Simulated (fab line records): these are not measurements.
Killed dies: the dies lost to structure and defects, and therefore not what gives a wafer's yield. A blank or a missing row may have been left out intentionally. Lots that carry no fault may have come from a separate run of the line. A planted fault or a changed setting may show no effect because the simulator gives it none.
Which tool was responsible? / flow rit cmos / 15 lots, 45 wafers sampled, at 3 steps of a route of 202

WHAT THE GAUGES SHOWED, per wafer
RIT_M1_RS_MEAS_01: the measuring method here is four-point-probe.
lot=L880; measured=day 3 16:43; on=film metro-04; M1_AL_RS (ohm/sq)=0.0752 0.0746 0.0746
lot=L881; measured=day 3 18:28; on=film metro-02; M1_AL_RS (ohm/sq)=0.0730 0.0738 0.0733
lot=L882; measured=day 4 05:20; on=film metro-02; M1_AL_RS (ohm/sq)=0.0732 0.0739 0.0724
lot=L884; measured=day 4 12:10; on=film metro-03; M1_AL_RS (ohm/sq)=0.0736 0.0738 0.0736
lot=L887; measured=day 4 23:57; on=film metro-04; M1_AL_RS (ohm/sq)=- - -
lot=L888; measured=day 5 09:28; on=film metro-04; M1_AL_RS (ohm/sq)=- - -
lot=L889; measured=day 5 13:23; on=film metro-03; M1_AL_RS (ohm/sq)=- - -
lot=L892; measured=day 6 06:06; on=film metro-02; M1_AL_RS (ohm/sq)=0.0730 0.0731 0.0727
lot=L894; measured=day 6 21:26; on=film metro-04; M1_AL_RS (ohm/sq)=0.0719 0.0718 0.0725
lot=L896; measured=day 7 11:46; on=film metro-03; M1_AL_RS (ohm/sq)=0.0739 0.0730 0.0730
lot=L897; measured=day 7 18:40; on=film metro-04; M1_AL_RS (ohm/sq)=0.0737 0.0732 0.0750
lot=L900; measured=day 8 08:29; on=film metro-03; M1_AL_RS (ohm/sq)=0.0741 0.0737 0.0738
lot=L899; measured=day 8 08:49; on=film metro-04; M1_AL_RS (ohm/sq)=0.0720 0.0711 0.0726
lot=L901; measured=day 8 17:04; on=film metro-03; M1_AL_RS (ohm/sq)=0.0739 0.0734 0.0737
lot=L902; measured=day 8 23:23; on=film metro-04; M1_AL_RS (ohm/sq)=0.0726 0.0728 0.0721

RIT_M1_THK_MEAS_02: measures by xrf.
lot=L880; measured=day 3 16:50; on=film metro-04; M1_AL_THK (nm)=392 393 395
lot=L881; measured=day 3 18:34; on=film metro-02; M1_AL_THK (nm)=401 395 397
lot=L882; measured=day 4 05:26; on=film metro-02; M1_AL_THK (nm)=399 396 405
lot=L884; measured=day 4 12:17; on=film metro-03; M1_AL_THK (nm)=399 398 399
lot=L887; measured=day 5 00:04; on=film metro-04; M1_AL_THK (nm)=<0 <0 <0
lot=L888; measured=day 5 09:35; on=film metro-04; M1_AL_THK (nm)=<0 <0 <0
lot=L889; measured=day 5 13:29; on=film metro-03; M1_AL_THK (nm)=<1 <1 <1
lot=L892; measured=day 6 06:13; on=film metro-02; M1_AL_THK (nm)=400 404 403
lot=L894; measured=day 6 21:34; on=film metro-04; M1_AL_THK (nm)=410 411 406
lot=L896; measured=day 7 11:52; on=film metro-03; M1_AL_THK (nm)=395 401 399
lot=L897; measured=day 7 18:47; on=film metro-04; M1_AL_THK (nm)=401 402 395
lot=L900; measured=day 8 08:35; on=film metro-03; M1_AL_THK (nm)=394 400 398
lot=L899; measured=day 8 08:56; on=film metro-04; M1_AL_THK (nm)=408 413 407
lot=L901; measured=day 8 17:11; on=film metro-03; M1_AL_THK (nm)=398 398 397
lot=L902; measured=day 8 23:30; on=film metro-04; M1_AL_THK (nm)=408 406 408

WHICH TOOL RAN EACH LOT (tool, then ch and the chambers of the sampled wafers, then the start)
lot=L880; RIT_M1_SPUTTER_00=pvd sputter-01, day 3 16:25
lot=L881; RIT_M1_SPUTTER_00=pvd sputter-03, day 3 18:08
lot=L882; RIT_M1_SPUTTER_00=pvd sputter-04, day 4 05:01
lot=L884; RIT_M1_SPUTTER_00=pvd sputter-04, day 4 11:52
lot=L887; RIT_M1_SPUTTER_00=pvd sputter-01, day 4 23:38
lot=L888; RIT_M1_SPUTTER_00=pvd sputter-04, day 5 09:10
lot=L889; RIT_M1_SPUTTER_00=pvd sputter-03, day 5 13:03
lot=L892; RIT_M1_SPUTTER_00=pvd sputter-04, day 6 05:48
lot=L894; RIT_M1_SPUTTER_00=pvd sputter-04, day 6 21:09
lot=L896; RIT_M1_SPUTTER_00=pvd sputter-04, day 7 11:26
lot=L897; RIT_M1_SPUTTER_00=pvd sputter-03, day 7 18:21
lot=L900; RIT_M1_SPUTTER_00=pvd sputter-01, day 8 08:10
lot=L899; RIT_M1_SPUTTER_00=pvd sputter-04, day 8 08:31
lot=L901; RIT_M1_SPUTTER_00=pvd sputter-01, day 8 16:46
lot=L902; RIT_M1_SPUTTER_00=pvd sputter-04, day 8 23:04
- RIT_M1_SPUTTER_00: material Al, target thk 400 nm, time 500 s.

WHAT THE TOOLS THEMSELVES READ (means of the sampled wafers that have a number; where no wafer has one, the mark that the record gives instead)
RIT_M1_SPUTTER_00.
lot=L880; tool=pvd sputter-01; cathode dc power W (W)=2000.3; chamber pressure pa (Pa)=0.3995; throttle valve pct (%)=29.2
lot=L881; tool=pvd sputter-03; cathode dc power W (W)=2000.4; chamber pressure pa (Pa)=0.3996; throttle valve pct (%)=29.9
lot=L882; tool=pvd sputter-04; cathode dc power W (W)=2000.0; chamber pressure pa (Pa)=0.3997; throttle valve pct (%)=29.7
lot=L884; tool=pvd sputter-04; cathode dc power W (W)=2000.0; chamber pressure pa (Pa)=0.3993; throttle valve pct (%)=30.3
lot=L887; tool=pvd sputter-01; cathode dc power W (W)=-; chamber pressure pa (Pa)=-; throttle valve pct (%)=-
lot=L888; tool=pvd sputter-04; cathode dc power W (W)=-; chamber pressure pa (Pa)=-; throttle valve pct (%)=-
lot=L889; tool=pvd sputter-03; cathode dc power W (W)=-; chamber pressure pa (Pa)=-; throttle valve pct (%)=-
lot=L892; tool=pvd sputter-04; cathode dc power W (W)=1999.9; chamber pressure pa (Pa)=0.3996; throttle valve pct (%)=29.0
lot=L894; tool=pvd sputter-04; cathode dc power W (W)=2000.3; chamber pressure pa (Pa)=0.3993; throttle valve pct (%)=29.7
lot=L896; tool=pvd sputter-04; cathode dc power W (W)=2000.2; chamber pressure pa (Pa)=0.4000; throttle valve pct (%)=30.1
lot=L897; tool=pvd sputter-03; cathode dc power W (W)=2000.2; chamber pressure pa (Pa)=0.4003; throttle valve pct (%)=30.1
lot=L900; tool=pvd sputter-01; cathode dc power W (W)=2000.3; chamber pressure pa (Pa)=0.4001; throttle valve pct (%)=30.9
lot=L899; tool=pvd sputter-04; cathode dc power W (W)=2000.1; chamber pressure pa (Pa)=0.3995; throttle valve pct (%)=29.9
lot=L901; tool=pvd sputter-01; cathode dc power W (W)=2000.0; chamber pressure pa (Pa)=0.4013; throttle valve pct (%)=30.3
lot=L902; tool=pvd sputter-04; cathode dc power W (W)=2000.2; chamber pressure pa (Pa)=0.3999; throttle valve pct (%)=29.7

THE ANSWER, worked out from the rows above alone
Rule: the lots themselves supply what counts as usual. The widest of any qualifying gaps counts: lots, ordered by their means at a reading, are off when they make up no more than a third of the lots, leave a main group of 4 or more, and stand apart from it by 3 or more times the standard deviation of that group's means. A main group whose means are all the same, to the digits that the tables above print for the reading, isn't used. A lot without any number at a reading at which 4 lots or more have one is off too. All remaining lots with rows at the step are treated as sound. First the gauges in route order, then the tools' own readings, where a lot's mean is used as printed above. The first step at which some lot is off is used, and at that step the reading that is off furthest; a lot without a number counts as furthest.
Off: at RIT_M1_RS_MEAS_01 (M1_AL_RS), L887, L888, L889. Without a number there: L887, L888, L889. Main group: mean 0.0733 ohm/sq, sd 0.00079.
If a tool, at a process step before that reading, ran all the lots that are off and no sound lot after the first of them, it fits. Not tried: the gauges at RIT_M1_RS_MEAS_01; whatever is off there is also off at RIT_M1_SPUTTER_00, on other tools, and gauge error can't account for it. No candidate that was tried fits.

WHAT THE SIMULATOR PUT IN
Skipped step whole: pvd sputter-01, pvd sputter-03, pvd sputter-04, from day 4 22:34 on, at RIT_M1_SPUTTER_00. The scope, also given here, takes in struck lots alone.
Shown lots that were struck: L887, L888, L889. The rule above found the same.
